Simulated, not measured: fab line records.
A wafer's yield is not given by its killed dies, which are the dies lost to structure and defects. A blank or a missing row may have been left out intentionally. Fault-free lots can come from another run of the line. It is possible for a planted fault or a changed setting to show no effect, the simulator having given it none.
Which of the tools did it?    flow berkeley cmos170    Sampling: 15 lots, 45 wafers, 4 of 331 route steps

## WHAT THE GAUGES READ, wafer by wafer
UCB170_PVT_TW_MEAS_09.
lot   measured      on             PVT_TW
L673  day 6 11:52   film metro-03  511 511 513
L674  day 6 23:40   film metro-01  508 508 509
L675  day 6 23:57   film metro-03  507 512 509
L676  day 7 11:00   film metro-03  513 510 510
L683  day 8 14:59   film metro-04  30 30 30
L682  day 8 14:52   film metro-03  30 30 30
L685  day 9 07:58   film metro-01  30 30 30
L686  day 9 21:51   film metro-03  506 507 506
L691  day 10 19:40  film metro-01  514 513 513
L688  day 10 20:13  film metro-03  510 510 511
L690  day 10 20:01  film metro-04  504 507 507
L692  day 11 05:53  film metro-01  514 517 515
L693  day 11 06:11  film metro-04  507 509 508
L695  day 12 01:05  film metro-03  510 508 507
L696  day 12 04:42  film metro-04  508 505 503

UCB170_NLDD_OVL_MEAS_07.
lot   measured      on          NLDD_OVL (nm)
L673  day 7 06:59   overlay-02  -7 -7 -11
L674  day 7 19:13   overlay-02  4 4 5
L675  day 7 19:40   overlay-02  1 8 2
L676  day 8 06:10   overlay-01  2 -2 -2
L683  day 9 18:09   overlay-01  3 7 1
L682  day 9 17:55   overlay-02  -8 -7 0
L685  day 10 13:27  overlay-02  -1 -3 0
L686  day 10 20:53  overlay-02  3 -4 -11
L691  day 11 18:10  overlay-02  -7 -13 -5
L688  day 11 19:21  overlay-02  -5 -3 -6
L690  day 11 19:11  overlay-01  -9 -6 -8
L692  day 11 23:26  overlay-01  -1 1 -7
L693  day 12 00:38  overlay-01  -5 -8 -8
L695  day 13 11:38  overlay-01  0 -5 -7
L696  day 13 19:58  overlay-01  -3 -1 3

## TOOL THAT RAN EACH LOT (tool first, then ch and the chambers of the sampled wafers, then the start)
lot   UCB170_NVT_STRIP_08                   UCB170_PVT_STRIP_08
L673  plasma asher-01 ch 0,1, day 6 10:25   plasma asher-01 ch 0,1, day 6 11:46
L674  plasma asher-03 ch 0,1, day 6 21:23   plasma asher-04 ch 0,1, day 6 23:34
L675  plasma asher-04 ch 0,1, day 6 21:50   plasma asher-01 ch 0,1, day 6 23:50
L676  plasma asher-01 ch 0,1, day 7 08:17   plasma asher-01 ch 0,1, day 7 10:53
L683  plasma asher-03 ch 0,1, day 8 12:17   plasma asher-02 ch 0,1, day 8 14:53
L682  plasma asher-01 ch 0,1, day 8 12:32   plasma asher-01 ch 0,1, day 8 14:46
L685  plasma asher-03 ch 0,1, day 9 06:23   plasma asher-01 ch 0,1, day 9 07:52
L686  plasma asher-04 ch 0,1, day 9 20:05   plasma asher-04 ch 0,1, day 9 21:45
L691  plasma asher-03 ch 0,1, day 10 16:19  plasma asher-02 ch 0,1, day 10 19:33
L688  plasma asher-03 ch 0,1, day 10 16:26  plasma asher-04 ch 0,1, day 10 20:06
L690  plasma asher-03 ch 0,1, day 10 16:52  plasma asher-02 ch 0,1, day 10 19:55
L692  plasma asher-01 ch 1, day 11 04:17    plasma asher-01 ch 0,1, day 11 05:46
L693  plasma asher-03 ch 0,1, day 11 04:31  plasma asher-02 ch 0,1, day 11 06:05
L695  plasma asher-01 ch 0,1, day 11 18:32  plasma asher-01 ch 0,1, day 12 01:00
L696  plasma asher-03 ch 0,1, day 12 01:29  plasma asher-02 ch 0,1, day 12 04:36
- UCB170_NVT_STRIP_08: strips in O2.
- UCB170_PVT_STRIP_08: strips in O2.

## WHAT THE TOOLS THEMSELVES READ (means of the sampled wafers that have a number; where no wafer has one, the mark that the record gives instead)
UCB170_NVT_STRIP_08.
lot   tool             chamber pressure mTorr (mTorr)  drypump motor current A (A)  oes product au (a.u.)  strip time to endpoint s (s)
L673  plasma asher-01  3499                            5.8                          0.736                  21.58
L674  plasma asher-03  3500                            5.9                          0.733                  21.68
L675  plasma asher-04  3502                            5.4                          0.729                  21.70
L676  plasma asher-01  3494                            5.7                          0.735                  21.46
L683  plasma asher-03  -                               -                            -                      -
L682  plasma asher-01  -                               -                            -                      -
L685  plasma asher-03  -                               -                            -                      -
L686  plasma asher-04  3502                            5.3                          0.734                  21.81
L691  plasma asher-03  3499                            6.2                          0.732                  21.48
L688  plasma asher-03  3502                            5.9                          0.730                  21.61
L690  plasma asher-03  3501                            5.9                          0.734                  21.67
L692  plasma asher-01  3499                            5.5                          0.731                  21.67
L693  plasma asher-03  3499                            5.9                          0.730                  21.65
L695  plasma asher-01  3503                            6.0                          0.732                  21.59
L696  plasma asher-03  3499                            5.9                          0.732                  21.65

UCB170_PVT_STRIP_08.
lot   tool             chamber pressure mTorr (mTorr)  drypump motor current A (A)  oes product au (a.u.)  strip time to endpoint s (s)
L673  plasma asher-01  3502                            5.7                          0.735                  21.67
L674  plasma asher-04  3500                            5.7                          0.729                  21.56
L675  plasma asher-01  3500                            6.0                          0.732                  21.64
L676  plasma asher-01  3501                            6.0                          0.740                  21.64
L683  plasma asher-02  3499                            5.5                          0.738                  47.78
L682  plasma asher-01  3501                            6.0                          0.739                  47.83
L685  plasma asher-01  3499                            6.0                          0.740                  47.80
L686  plasma asher-04  3500                            5.7                          0.735                  21.61
L691  plasma asher-02  3503                            5.5                          0.727                  21.61
L688  plasma asher-04  3498                            5.7                          0.740                  21.73
L690  plasma asher-02  3500                            5.8                          0.733                  21.59
L692  plasma asher-01  3499                            6.0                          0.736                  21.64
L693  plasma asher-02  3500                            5.8                          0.733                  21.60
L695  plasma asher-01  3500                            5.7                          0.733                  21.63
L696  plasma asher-02  3498                            5.8                          0.732                  21.69

## THE ANSWER, worked out from the rows above alone
Rule: what is usual is taken from the lots themselves. The widest of any qualifying gaps counts: lots, ordered by their means at a reading, are off when they make up no more than a third of the lots, leave a main group of 4 or more, and stand apart from it by 3 or more times the standard deviation of that group's means. A main group is skipped when, at the precision printed for the reading in the tables above, its means are all equal. Also off: a lot with no number at a reading for which 4 or more lots have one. All remaining lots with rows at the step are treated as sound. First the gauges in route order, then the tools' own readings, where a lot's mean is used as printed above. The first step at which some lot is off is used, and at that step the reading that is off furthest; a lot without a number counts as furthest.
Off: L683, L682, L685, seen at UCB170_PVT_TW_MEAS_09 (PVT_TW). The main group: mean 509, standard deviation 2.9.
If a tool, at a process step before that reading, ran all the lots that are off and no sound lot after the first of them, it fits. Not tried: the gauges at UCB170_PVT_TW_MEAS_09; whatever is off there is also off at UCB170_NVT_STRIP_08, on other tools, and gauge error can't account for it. Not one of the candidates tried fits.

## WHAT WAS PUT IN BY THE SIMULATOR
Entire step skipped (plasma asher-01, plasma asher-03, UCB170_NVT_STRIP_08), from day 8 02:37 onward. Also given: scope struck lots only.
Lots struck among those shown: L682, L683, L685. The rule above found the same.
